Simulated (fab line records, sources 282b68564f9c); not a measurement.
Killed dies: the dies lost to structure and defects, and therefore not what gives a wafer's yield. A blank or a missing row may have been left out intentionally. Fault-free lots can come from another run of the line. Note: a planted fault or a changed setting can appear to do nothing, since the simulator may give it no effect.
A lot that was struck, set against a sound lot	flow rit-cmos	14 steps out of a route of 202
Sound: the wafers L786.1, L786.2, L786.5. The struck wafers were L795.1, L795.2, L795.5. The cause is named last.
At each step with rows: each side's tool, then ch and its chambers, then its first start. Under that, the readings that differ: sound wafers	struck wafers	difference of the means	sigmas: that difference in standard deviations of wafers without a fault.
alike: words and numbers the same on both sides, and readings whose means are apart by under 2 such deviations; not compared: readings that were withheld, readings missing a value for some wafer, numbers with overlapping values and no deviation given by the record, and bounds like >300 which may hide the same value.
Wherever a step has rows on one side only, a row that says differs or no value, or a row with sigmas, the two part there. When numbers do not overlap yet have no deviation, they are printed without sigmas and do not part them. A reading that every wafer of one side lacks parts them only if that side has two wafers or more.

first, 4 steps without rows for these wafers: RIT_ACTIVE_SOFTBAKE_07 (time 60 s); RIT_ACTIVE_EXPOSE_08 (exposes mask M1, target cd 1400 nm); RIT_ACTIVE_PEB_09; RIT_ACTIVE_DEVELOP_10 (develop time 51 s).
RIT_ACTIVE_CD_MEAS_11 targets a cd of 1400 nm.
  sound on cd-sem-01 at day 1 20:20; struck on cd-sem-01 at day 3 16:34
  alike: cd-nm
then, 1 step without rows for these wafers: RIT_ACTIVE_HARDBAKE_12 (time 60 s).
RIT_ACTIVE_ETCH_13: etches Si3N4 in SF6, stops on SiO2, time 210 s, target depth 210 nm.
  sound on rie-diel-01 ch 0,1, day 1 20:36; struck on rie-diel-03 ch 0,1, day 3 16:50
  alike: drypump-motor-current-A, oes-product-au, throttle-valve-pct
  not compared: rf-hours-counter-h
RIT_ACTIVE_STRIP_14: strips in O2, time 180 s.
  sound on plasma-asher-03 ch 0,1, day 1 20:44; struck on plasma-asher-03 ch 0,1, day 3 16:58
  alike: drypump-motor-current-A, o2-flow-sccm
  not compared: rf-hours-counter-h
RIT_ACTIVE_CD_MEAS_90 targets a cd of 1400 nm.
  sound on cd-sem-01 at day 1 20:55; struck on cd-sem-01 at day 3 17:08
  alike: cd-nm
then, 3 steps without rows for these wafers: RIT_ACTIVE_CLEAN_15 (cleans in SC1, time 600 s); RIT_ACTIVE_CLEAN_16 (cleans in dHF, time 30 s); RIT_ACTIVE_CLEAN_17 (cleans in SC2, time 600 s).
RIT_FOX1_OXIDATION_00: target thk 350.7 nm, ox time 1130 s.
  struck on furnace-02, day 3 17:38; sound on furnace-03 ch 0, day 1 21:24
  no value came back on the struck wafers for ox-temp-c (C), ox-temp-c-max, zone-power-centre-pct (%), zone-power-load-pct (%); on the sound wafers ox-temp-c (C) reads 1100.3 1100.2 1100.3
reading	sound	struck	difference	sigmas
model.Si3N4_of_ACTIVE_CVD_03.thk-nm (nm)	141.9 142.5 143.2	150.8 152 151.6	+8.9	
RIT_FOX1_WET_ETCH_02: etches SiO2 in BOE, target depth 350 nm, time 390 s.
  sound on wet-bench-01 ch 3, day 1 22:46; struck on wet-bench-03 ch 2, day 3 19:01
reading	sound	struck	difference	sigmas
model.Si3N4_of_ACTIVE_CVD_03.thk-nm (nm)	137.1 137.7 138.5	145.9 147.2 146.7	+8.8	
  alike: temp-c

## WHERE THEY PART
At RIT_FOX1_OXIDATION_00 and nowhere else, as far as this record goes. Later steps at which nothing parts them and some readings are alike: RIT_FOX1_WET_ETCH_02.

WHY: whatever the simulator had introduced
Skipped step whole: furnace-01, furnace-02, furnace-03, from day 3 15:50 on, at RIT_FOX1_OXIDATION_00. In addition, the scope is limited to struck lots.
